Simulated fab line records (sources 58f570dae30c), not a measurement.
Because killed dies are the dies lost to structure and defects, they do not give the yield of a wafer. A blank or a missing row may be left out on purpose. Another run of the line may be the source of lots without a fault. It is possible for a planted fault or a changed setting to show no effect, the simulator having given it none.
fab line records | flow berkeley-cmos170
record: lots: 14 wafers: 42 last-day: 11
route steps=331 shown NSD@191
lots that met no fault: from a run of the same line without faults
start-h: hours from the record's opening day to when the first of the lot's shown wafers began | wait-h: time in hours since the lot's previous step | " repeats the value in the row above | L1.1+2: one row covering several wafers at once | - no value, or no start given | * or withheld: withheld | < > ~ a bound
route shown NAME@n: NAME is a module with steps in the file, n the number in the route of the first one | usual: mean/standard deviation of fault-free wafers | same: alike in all rows | chamber/n: place in a boat | sites: the reading at each site | _std_site: the standard deviation of these | _edge_site: inner sites' mean taken away from outer sites' mean | radius-mm: for every site, how far away it sits from the centre of the wafer | mask NAME#n: copy n | behind: the most recent tool/chamber to have shaped the wafer | hold: reason for holding the lot/hours on hold/outcome of the hold | device: the n, p or np transistor that did not switch | end of line: tests of these same wafers at the route's end | a step with no rows: only its recipe | killed: dies that structure and defects cost at the first sort, which is not the same as the wafer's yield | map: per-die view of a wafer (x killed, . not killed, _ where there is no die)
set.NAME: setting as actually run; set.NAME@STEP: the setting as run at that earlier step | model.NAME: the simulator's own value behind a step, which no gauge read
a sample of lots followed through the steps of the route, with each step as a table and each wafer as a row
== steps ==
step: UCB170_NSD_PEB_04
recipe: peb-temp-c: 130 peb-time-s: withheld resist: KrF
usual: heater-power-total-W: 56.80/0.044 resist-line-temp-C: 22.97/0.092
columns lot.wafer tool chamber start-h wait-h heater-power-total-W resist-line-temp-C
L523.2 litho-track-03 0 149.68 0.4 56.87 22.95
L523.5 " 0 " " 56.84 22.90
L523.6 " 0 " " 56.82 22.85
L529.4 litho-track-01 0 172.89 0.2 56.84 22.89
L529.5 " 0 " " 56.80 22.86
L529.6 " 0 " " 56.72 22.96
L530.2 litho-track-03 0 173.43 0.3 56.78 23.01
L530.4 " 0 " " 56.76 22.87
L530.6 " 0 " " 56.79 22.87
L531.2 litho-track-01 0 173.56 0.2 56.76 22.91
L531.3 " 0 " " 56.87 22.87
L531.4 " 0 " " 56.81 22.88
L528.2 litho-track-04 0 174.16 0.5 56.78 23.04
L528.5 " 0 " " 56.79 22.93
L528.6 " 0 " " 56.78 22.99
L534.1 litho-track-01 0 193.72 0.4 56.81 23.08
L534.3 " 0 " " 56.82 22.88
L534.6 " 0 " " 56.77 22.99
L532.1 litho-track-03 0 193.96 0.4 56.80 22.95
L532.3 " 0 " " 56.84 22.96
L532.4 " 0 " " 56.85 23.01
L533.2 litho-track-04 0 194.22 0.4 56.81 23.06
L533.3 " 0 " " 56.73 22.97
L533.4 " 0 " " 56.69 23.06
L537.3 litho-track-01 0 211.26 0.1 56.81 23.02
L537.5 " 0 " " 56.81 22.93
L537.6 " 0 " " 56.76 23.07
L536.2 litho-track-03 0 212.01 0.7 56.76 22.99
L536.3 " 0 " " 56.73 23.04
L536.4 " 0 " " 56.86 23.02
L538.3 litho-track-01 0 212.26 0.7 63.06 22.69
L538.4 " 0 " " 63.12 22.90
L538.6 " 0 " " 63.13 22.83
L540.3 litho-track-04 0 223.40 0.8 56.87 22.98
L540.4 " 0 " " 56.86 22.96
L540.6 " 0 " " 56.81 22.78
L542.4 litho-track-01 0 230.09 0.1 63.10 23.05
L542.5 " 0 " " 63.09 23.00
L542.6 " 0 " " 63.08 23.08
L546.1 litho-track-03 0 247.95 0.5 56.81 23.00
L546.2 " 0 " " 56.72 22.98
L546.4 " 0 " " 56.82 22.89
step: UCB170_NSD_CD_MEAS_06
recipe: target-cd-nm: 1200
usual: cd-nm: 1200.4/1.3
columns lot.wafer tool chamber start-h wait-h cd-nm
L523.2 cd-sem-02 - 149.95 - 1202.2
L523.5 " - " " 1201.2
L523.6 " - " " 1201.3
L529.4 cd-sem-01 - 173.15 - 1198.9
L529.5 " - " " 1198.5
L529.6 " - " " 1199.4
L530.2 cd-sem-02 - 173.70 - 1199.9
L530.4 " - " " 1200.0
L530.6 " - " " 1200.1
L531.2 cd-sem-01 - 173.83 - 1202.4
L531.3 " - " " 1201.2
L531.4 " - " " 1200.4
L528.2 cd-sem-01 - 174.43 - 1200.8
L528.5 " - " " 1199.6
L528.6 " - " " 1199.7
L534.1 cd-sem-01 - 193.99 - 1200.7
L534.3 " - " " 1201.5
L534.6 " - " " 1200.9
L532.1 cd-sem-02 - 194.24 - 1199.6
L532.3 " - " " 1200.1
L532.4 " - " " 1200.2
L533.2 cd-sem-01 - 194.48 - 1199.1
L533.3 " - " " 1200.5
L533.4 " - " " 1200.2
L537.3 cd-sem-02 - 211.52 - 1200.7
L537.5 " - " " 1199.3
L537.6 " - " " 1200.5
L536.2 cd-sem-02 - 212.28 - 1199.8
L536.3 " - " " 1200.1
L536.4 " - " " 1200.5
L538.3 cd-sem-01 - 212.52 - 1175.6
L538.4 " - " " 1175.7
L538.6 " - " " 1176.0
L540.3 cd-sem-01 - 223.66 - 1199.5
L540.4 " - " " 1199.2
L540.6 " - " " 1201.4
L542.4 cd-sem-01 - 230.35 - 1175.4
L542.5 " - " " 1174.0
L542.6 " - " " 1173.2
L546.1 cd-sem-02 - 248.22 - 1200.5
L546.2 " - " " 1201.5
L546.4 " - " " 1201.4
== key ==
first-sign: step: UCB170_NSD_PEB_04 reading: heater-power-total-W direction: up sigmas: 99+ usual: 56.80 struck: 63.10
effect: step: UCB170_NSD_CD_MEAS_06 reading: cd-nm direction: down sigmas: 20 usual: 1200.4 struck: 1175.0
met-at UCB170_NSD_PEB_04
struck-lots L538,L542
tester-left-out L538,L542
onset-between 211.26 212.26
fault: kind: process-parameter-drift tool: litho-track-01 chamber: - onset-h: 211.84 steps: UCB170_NSD_PEB_04 channel: peb-time-s offset: withheld shape: step end-h: 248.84 acts-in: *
tester-left-out: of these lots the tester's yield and bins aren't shown, on N5 and GAA mostly nor the transistor test; their killed dies are dies lost to structure and defects alone, not to doping, threshold or leakage, so they don't give the yield
